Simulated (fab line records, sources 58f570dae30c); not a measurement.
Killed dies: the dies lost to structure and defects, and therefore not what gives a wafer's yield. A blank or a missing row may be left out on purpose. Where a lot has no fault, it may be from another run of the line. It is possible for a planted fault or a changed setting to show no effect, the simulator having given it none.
Chamber matching :: flow berkeley cmos170 :: UCB170_M2_ETCH_17 on rie diel-04: 4 sister chambers
The step etches BARC in N2/H2. 4 wafers are shown with their chamber, then 7 later ones without.

WAFERS PAIRED WITH THEIR CHAMBERS
wafer: L507.5
chamber: 3
throttle valve pct (%): 13.78

wafer: L515.4
chamber: 0
throttle valve pct (%): 13.60

wafer: L519.1
chamber: 1
throttle valve pct (%): 13.53

wafer: L519.2
chamber: 2
throttle valve pct (%): 13.15

WAFERS WHOSE CHAMBER IS MISSING
wafer: L519.6
throttle valve pct (%): 13.15

wafer: L526.1
throttle valve pct (%): 13.78

wafer: L526.2
throttle valve pct (%): 13.15

wafer: L526.6
throttle valve pct (%): 13.54

wafer: L529.3
throttle valve pct (%): 13.54

wafer: L529.4
throttle valve pct (%): 13.78

wafer: L529.5
throttle valve pct (%): 13.14

WHICH CHAMBER EACH ONE RAN IN
wafer: L519.6
from the rows above: 2
in truth: 2

wafer: L526.1
from the rows above: 3
in truth: 3

wafer: L526.2
from the rows above: 2
in truth: 2

wafer: L526.6
from the rows above: 1
in truth: 1

wafer: L529.3
from the rows above: 1
in truth: 1

wafer: L529.4
from the rows above: 3
in truth: 3

wafer: L529.5
from the rows above: 2
in truth: 2
Placed correctly: 7 of 7. Not placeable from these rows: 0. 0 placed wrongly.
How it was worked out, from the rows above alone: a wafer's distance from a chamber is the root of the sum, over the readings, of the square of ((its reading less the chamber's mean) divided by the reading's scatter). The wafer belongs to the nearest chamber; if the next one is less than 2 further off, it can't be placed. A chamber's mean is the mean of its shown wafers. The scatter: root of mean squared gap, hidden wafer to nearest shown wafer, with one shown wafer a chamber.
